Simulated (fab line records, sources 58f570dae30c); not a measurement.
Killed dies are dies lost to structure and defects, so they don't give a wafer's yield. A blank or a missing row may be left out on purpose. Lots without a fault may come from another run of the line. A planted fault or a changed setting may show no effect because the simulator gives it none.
Chamber matching | flow berkeley_cmos170 | UCB170_V2_CMP_02 on cmp-02: 4 sister chambers
The step polishes SiO2. 8 wafers are shown with their chamber, then 7 later ones without.

WAFERS WITH THEIR CHAMBER
wafer  | chamber | motor_current_A (A) | edge_zone_pressure_frac
L411.2 | 3       | 14.8                | 0.998
L414.1 | 2       | 15.1                | 1.005
L414.5 | 0       | 15.4                | 0.999
L424.1 | 2       | 15.8                | 1.013
L424.2 | 0       | 14.8                | 0.998
L424.3 | 1       | 15.7                | 1.004
L426.1 | 3       | 14.6                | 0.996
L426.2 | 1       | 15.7                | 1.003

WAFERS WITHOUT THEIR CHAMBER
wafer  | motor_current_A (A) | edge_zone_pressure_frac
L426.3 | 14.9                | 0.996
L427.1 | 14.8                | 1.009
L427.2 | 15.3                | 0.991
L427.4 | 14.7                | 0.999
L434.2 | 15.4                | 1.002
L434.3 | 14.1                | 0.995
L434.6 | 15.6                | 0.992

WHICH CHAMBER EACH WENT THROUGH
wafer  | from the rows above               | in truth
L426.3 | can't be placed: 3 or 0           | 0
L427.1 | can't be placed: 2 or 1 or 0      | 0
L427.2 | can't be placed: 0 or 3 or 1      | 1
L427.4 | can't be placed: 3 or 0           | 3
L434.2 | can't be placed: 1 or 0 or 2 or 3 | 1
L434.3 | can't be placed: 3 or 0           | 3
L434.6 | can't be placed: 0 or 3 or 1      | 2
Placed correctly: 0 of 7. Can't be placed from these rows: 7 (the true chamber is among the candidates in 6). Placed wrongly: 0.
How it was worked out, from the rows above alone: a wafer's distance from a chamber is the root of the sum, over the readings, of the square of ((its reading less the chamber's mean) divided by the reading's scatter). The wafer belongs to the nearest chamber; if the next one is less than 2 further off, it can't be placed. A chamber's mean is the mean of its shown wafers. The scatter: the root of (the sum of the squares of (reading less its chamber's mean) over the shown wafers, divided by (wafers less chambers)).
